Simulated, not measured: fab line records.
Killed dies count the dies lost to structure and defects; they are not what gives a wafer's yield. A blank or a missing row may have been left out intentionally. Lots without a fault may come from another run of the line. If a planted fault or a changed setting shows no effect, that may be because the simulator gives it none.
Which of the tools did it? :: flow berkeley-cmos170 :: 7 lots with 21 wafers sampled at 3 steps, on a route of 331 steps

== WHAT THE GAUGES SHOWED, per wafer ==
UCB170_SDANNEAL_RS_MEAS_03: the measuring method here is four-point-probe.
lot: L247
measured: day 7 11:08
on: film-metro-02
NSD_RS (ohm/sq): 37.18 37.23 37.20

lot: L250
measured: day 8 04:44
on: film-metro-02
NSD_RS (ohm/sq): 37.29 37.29 37.19

lot: L251
measured: day 8 11:26
on: film-metro-02
NSD_RS (ohm/sq): 37.26 37.26 37.26

lot: L253
measured: day 8 21:09
on: film-metro-02
NSD_RS (ohm/sq): 37.23 37.13 37.16

lot: L259
measured: day 10 03:30
on: film-metro-02
NSD_RS (ohm/sq): 37.20 37.25 37.40

lot: L263
measured: day 10 16:35
on: film-metro-03
NSD_RS (ohm/sq): 36.23 36.16 36.25

lot: L267
measured: day 11 10:41
on: film-metro-02
NSD_RS (ohm/sq): 37.07 37.05 37.08

== WHICH TOOL RAN EACH LOT (tool, then ch and the chambers of the sampled wafers, then the start) ==
lot: L247
UCB170_NSD_IMPLANT_08: implanter-03 ch 0, day 7 05:27
UCB170_NSD_STRIP_09: plasma-asher-04 ch 0,1, day 7 05:36

lot: L250
UCB170_NSD_IMPLANT_08: implanter-03 ch 0, day 8 00:21
UCB170_NSD_STRIP_09: plasma-asher-02 ch 1, day 8 00:29

lot: L251
UCB170_NSD_IMPLANT_08: implanter-01 ch 0, day 8 09:24
UCB170_NSD_STRIP_09: plasma-asher-04 ch 0,1, day 8 09:32

lot: L253
UCB170_NSD_IMPLANT_08: implanter-02 ch 0, day 8 18:49
UCB170_NSD_STRIP_09: plasma-asher-01 ch 0,1, day 8 18:56

lot: L259
UCB170_NSD_IMPLANT_08: implanter-03 ch 0, day 10 01:50
UCB170_NSD_STRIP_09: plasma-asher-01 ch 0,1, day 10 01:56

lot: L263
UCB170_NSD_IMPLANT_08: implanter-01 ch 0, day 10 15:01
UCB170_NSD_STRIP_09: plasma-asher-04 ch 0,1, day 10 15:09

lot: L267
UCB170_NSD_IMPLANT_08: implanter-03 ch 0, day 11 06:30
UCB170_NSD_STRIP_09: plasma-asher-02 ch 0,1, day 11 06:39
- UCB170_NSD_IMPLANT_08
- UCB170_NSD_STRIP_09: strips in O2.

== THE ANSWER, worked out from the rows above alone ==
Rule: usual is defined by the lots themselves. The widest of any qualifying gaps counts: lots, ordered by their means at a reading, are off when they make up no more than a third of the lots, leave a main group of 4 or more, and stand apart from it by 3 or more times the standard deviation of that group's means. Not used: any main group whose means are identical at the precision the tables above print for the reading. Also off: a lot with no number at a reading for which 4 or more lots have one. The other lots that the step has rows for count as sound.
Off: L263, seen at UCB170_SDANNEAL_RS_MEAS_03 (NSD_RS). Main group: mean 37.21 ohm/sq, sd 0.073.
A tool fits if, at a process step before that reading, it ran every lot that is off, and no sound lot after the first of them. Gauges at UCB170_SDANNEAL_RS_MEAS_03: tried the same way as those tools. Can't be told from this: 3 tools fit, implanter-01 at UCB170_NSD_IMPLANT_08, plasma-asher-04 at UCB170_NSD_STRIP_09, film-metro-03 at UCB170_SDANNEAL_RS_MEAS_03.

== WHAT WAS PUT IN BY THE SIMULATOR ==
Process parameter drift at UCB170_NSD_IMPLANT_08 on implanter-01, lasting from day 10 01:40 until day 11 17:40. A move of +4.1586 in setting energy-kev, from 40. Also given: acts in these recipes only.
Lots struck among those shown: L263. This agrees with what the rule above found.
